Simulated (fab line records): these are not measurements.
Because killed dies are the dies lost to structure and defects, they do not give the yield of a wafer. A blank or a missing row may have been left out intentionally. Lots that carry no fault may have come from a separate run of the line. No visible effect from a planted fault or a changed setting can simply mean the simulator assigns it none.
The same fault as seen by 2 desks	flow berkeleyCmos170	what lay behind the numbers comes last; until then each desk has only its own

## THE METROLOGY DESK
Lot by lot, what the gauges showed, no matter which tool ran the lot: averages of those sampled wafers that carry a number. The brackets show how far a lot's mean lies from the usual mean; more than 4 standard deviations puts the lot out of limits, marked OUT.
Columns: A = PWELL_TW at UCB170_PWELL_TW_MEAS_17, usual 383; B = SPACER_TEOS_THK at UCB170_SPACER_THK_MEAS_01, usual 378 nm; C = V1_TEOS_THK at UCB170_V1_THK_MEAS_01, usual 1995 nm
lot	first seen here	A	B	C
L515	day 2 22:26	379	375	2038
L516	day 3 02:14	392	383	2026
L518	day 3 14:25	381	375	1986
L517	day 3 14:41	390	381	1952
L519	day 3 14:59	381	379	1979
L520	day 3 22:23	381	376	1998
L522	day 4 13:59	392	383	1988
L521	day 4 14:14	380	372	2009
L531	day 6 10:53	381	376	1996
L534	day 6 21:56	381	333 (-10) OUT	2001
L535	day 7 06:26	379	339 (-8.7) OUT	1981
L537	day 7 16:21	391	380	1979
L538	day 7 16:36	378	376	1976
L536	day 7 16:49	381	377	1982
This desk reports L534, L535 out of limits; the earliest was L534 at day 10 07:16 (SPACER_TEOS_THK at UCB170_SPACER_THK_MEAS_01). In limits: L515, L516, L518, L517, L519, L520, L522, L521, L531, L537, L538, L536.

## TOOL OWNER'S DESK, pecvd-01
The tool's own readings at UCB170_SPACER_CVD_00 (deposits SiO2 from TEOS/O2, target thk 376 nm, time 47 s): means of the sampled wafers that have a number, for each lot that ran on this tool. The brackets show how far a lot's mean lies from the usual mean; more than 4 standard deviations puts the lot out of limits, marked OUT.
Columns: A = heaterPowerW at UCB170_SPACER_CVD_00, usual 275 W
lot	first seen here	A
L516	day 5 23:38	322
L519	day 6 18:28	303
L518	day 6 18:31	299
L534	day 10 07:13	314
L535	day 10 18:29	321
This desk found nothing out of limits on any of the 5 lots.

## TAKEN TOGETHER
On L534, L535, the metrology desk was in a position to raise an alarm at day 10 07:16.
Nothing out of limits was seen by the tool owner's desk.
The tool owner's desk has L534, L535 on record, within its limits.
On pecvd-01, each named lot ran UCB170_SPACER_CVD_00.

## WHAT WAS PUT IN BY THE SIMULATOR
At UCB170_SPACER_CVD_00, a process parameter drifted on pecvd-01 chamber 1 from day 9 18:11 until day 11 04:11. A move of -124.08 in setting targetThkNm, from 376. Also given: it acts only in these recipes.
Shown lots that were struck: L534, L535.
Hours from the fault's start to each desk's first reading out of limits: the metrology desk, 13.
